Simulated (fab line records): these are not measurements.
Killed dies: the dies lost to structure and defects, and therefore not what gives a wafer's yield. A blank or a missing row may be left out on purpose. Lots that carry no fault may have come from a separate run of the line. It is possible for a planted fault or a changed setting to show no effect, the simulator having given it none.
One fault seen from 2 desks	flow rit_cmos	each desk has only its own numbers; what lay behind them comes last

AT THE METROLOGY DESK
What the gauges read for every lot (on any tool): the sampled wafers with a number, averaged. Marked OUT: a lot whose mean sits more than 4 standard deviations from the usual mean, which makes it out of limits; the brackets give that distance.
Columns: A = ACTIVE_OXIDE_THK at RIT_ACTIVE_THK_MEAS_02, usual 46.9 nm; B = ACTIVE_NITRIDE_THK at RIT_ACTIVE_THK_MEAS_04, usual 150.4 nm; C = cd_nm at RIT_ACTIVE_CD_MEAS_11, usual 1400.4 nm; D = cd_nm at RIT_ACTIVE_CD_MEAS_90, usual 1400.3 nm; E = FOX1_OXIDE_THK at RIT_FOX1_THK_MEAS_01, usual 349 nm; F = FOX2_OXIDE_THK at RIT_FOX2_THK_MEAS_01, usual 344 nm; G = FIELD_OXIDE_LEFT_1_THK at RIT_FOX2_THK_MEAS_90, usual 317 nm
lot	first seen here	A	B	C	D	E	F	G
L333	day 2 14:11	47.0	149.3	1399.6	1399.4	350	341	314
L334	day 2 18:22	46.3	149.5	1399.7	1399.8	353	353	325
L344	day 4 20:04	47.5	148.0	1399.0	1399.4	340	346	319
L346	day 5 06:22	47.1	149.6	1399.8	1400.0	346	343	316
L348	day 5 16:05	47.6	150.0	1398.9	1398.8	351	345	317
L351	day 6 07:03	46.1	150.2	1399.9	1400.0	342	345	317
Finding of this desk: none of the 6 lots has anything out of limits.

TOOL OWNER'S DESK, rie_diel-04
The tool's own readings at RIT_ACTIVE_ETCH_13 (etches Si3N4 in SF6, stops on SiO2, time 210 s, target depth 210 nm): means of the sampled wafers that have a number, for each lot that ran on this tool. Marked OUT: a lot whose mean sits more than 4 standard deviations from the usual mean, which makes it out of limits; the brackets give that distance.
Columns: A = chamber_pressure_mTorr at RIT_ACTIVE_ETCH_13, usual 260.01 mTorr; B = drypump_motor_current_A at RIT_ACTIVE_ETCH_13, usual 5.60 A; C = oes_product_au at RIT_ACTIVE_ETCH_13, usual 0.817 a.u.; D = throttle_valve_pct at RIT_ACTIVE_ETCH_13, usual 7.47 %
lot	first seen here	A	B	C	D
L333	day 2 16:51	260.16	5.28	0.818	7.35
L344	day 4 22:55	260.01	5.41	0.890 (+5.2) OUT	7.46
L346	day 5 10:27	260.17	5.55	0.896 (+5.7) OUT	7.52
This desk's finding: out of limits on L344, L346; first on L344, day 4 22:55 (oes_product_au at RIT_ACTIVE_ETCH_13). Within limits: L333.

PUT TOGETHER
On L344, L346, at day 4 22:55, an alarm was possible from the tool owner's desk.
The metrology desk saw nothing out of limits.
The metrology desk has L344, L346 on record, within its limits.
Of the lots named, all ran RIT_ACTIVE_ETCH_13 on rie_diel-04.

WHAT WAS PUT IN BY THE SIMULATOR
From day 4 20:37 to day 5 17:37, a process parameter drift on rie_diel-04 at RIT_ACTIVE_ETCH_13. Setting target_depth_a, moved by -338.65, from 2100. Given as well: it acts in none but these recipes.
Lots struck among those shown: L344, L346.
Each desk's first reading out of limits, in hours after the fault started: the tool owner's desk, 2.
